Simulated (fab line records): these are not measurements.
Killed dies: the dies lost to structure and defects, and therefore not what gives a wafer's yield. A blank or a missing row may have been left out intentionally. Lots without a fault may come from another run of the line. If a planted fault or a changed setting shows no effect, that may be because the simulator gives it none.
Problem report, 8D (eight disciplines) form, completed by code | flow berkeley-cmos170 | the parts of the form that need people (team, actions taken, sign-off) are left out

== 1. THE ISSUE ==
At UCB170_M2_METAL_ETCH_18, bias-w averages 143.1 W over 3 wafers from 2 lots, while fault-free wafers read 120.0 W, standard deviation 0.36. That is +64 standard deviations from the usual mean.
The step: etches Al in Cl2/BCl3, stops on SiO2, target depth 1170 nm, time 195 s.
First seen on wafer L777.5, day 12 11:20, on rie-metal-03. The record has a number at this step for 42 wafers belonging to 14 lots. The rule behind "out" and "out of limits": a value lying over 4 standard deviations away from the usual mean. All remaining wafers that have a number are taken as sound.

== 2. WHAT THIS IS AND IS NOT ==
question                    | is                     | is not
which readings at this step | bias-w                 | drypump-motor-current-A, he-backside-leak-sccm, oes-product-au, throttle-valve-pct
which lots                  | L777, L778             | L759, L760, L763, L764, L766, L767, L768, L769, L772, L773, L776, L780
which wafers of those lots  | L777.5, L778.4, L778.6 | L777.2, L777.3, L778.3
read on which tools         | rie-metal-03           | rie-metal-02, rie-metal-04
when                        | from day 12 11:20      | up to then (35 sound wafers); but 4 sound wafers of L778, L780 came after

== 3. THE SUSPECTS, EACH WITH WHAT RULES IT OUT ==
Counting: if a tool at a process step up to the reading ran every lot that is out, it stays a suspect. Sound lots after the first of them don't rule it out here, since some wafers of a struck lot are sound.
- rtp-anneal-02 at UCB170_SILICIDE_RTA_04 (time 15 s): kept. It ran every lot that is out, first L777 (day 11 19:46); its last sound lot up to then is L773 (day 11 08:53).
- plasma-asher-04 at UCB170_CONTACT_STRIP_19 (strips in O2): kept. It ran every lot that is out, first L777 (day 11 23:50); its last sound lot up to then is L766 (day 10 09:43).
- rie-metal-03 at UCB170_M2_METAL_ETCH_18 (etches Al in Cl2/BCl3, stops on SiO2, target depth 1170 nm, time 195 s): kept. It ran every lot that is out, first L777 (day 12 11:20); its last sound lot up to then is L763 (day 9 22:10). Its own bias-w readings are out on those wafers.
- Within plasma-asher-04 at UCB170_CONTACT_STRIP_19, the wafers that are out were processed in chamber 0 and their sound lot-mates in chamber 1.
- Within rie-metal-03 at UCB170_M2_METAL_ETCH_18, the wafers that are out were processed in chamber 1 and their sound lot-mates in chamber 0.
Left after counting: rtp-anneal-02 at UCB170_SILICIDE_RTA_04, plasma-asher-04 at UCB170_CONTACT_STRIP_19, rie-metal-03 at UCB170_M2_METAL_ETCH_18.

== 4. THE CAUSE (what the simulator had put in) ==
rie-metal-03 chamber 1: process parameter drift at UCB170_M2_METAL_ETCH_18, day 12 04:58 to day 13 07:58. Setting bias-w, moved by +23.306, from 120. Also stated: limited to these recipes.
This tool is one of the 3 suspects left after counting.

== 5. THE CHAIN OF EFFECTS, in route order ==
One row per reading whose mean, taken over the struck wafers that have a number, lies over 3 standard deviations from the usual. Only readings whose record carries a usual standard deviation are examined. hours: median over the lots of the time between each lot's start at the first step of this table that gives one and its start at this step. sigmas: the change, counted in usual standard deviations.
hours | step                    | reading | usual   | on struck wafers | change | sigmas
0     | UCB170_M2_METAL_ETCH_18 | bias-w  | 120.0 W | 143.1            | +23.1  | +64
Process steps it contains:
- UCB170_M2_METAL_ETCH_18: etches Al in Cl2/BCl3, stops on SiO2, target depth 1170 nm, time 195 s.

== 6. WHAT WOULD HAVE CAUGHT IT SOONER ==
The fault began at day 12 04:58; the first out-of-limits reading in this record came at day 12 11:20, 6 hours later.
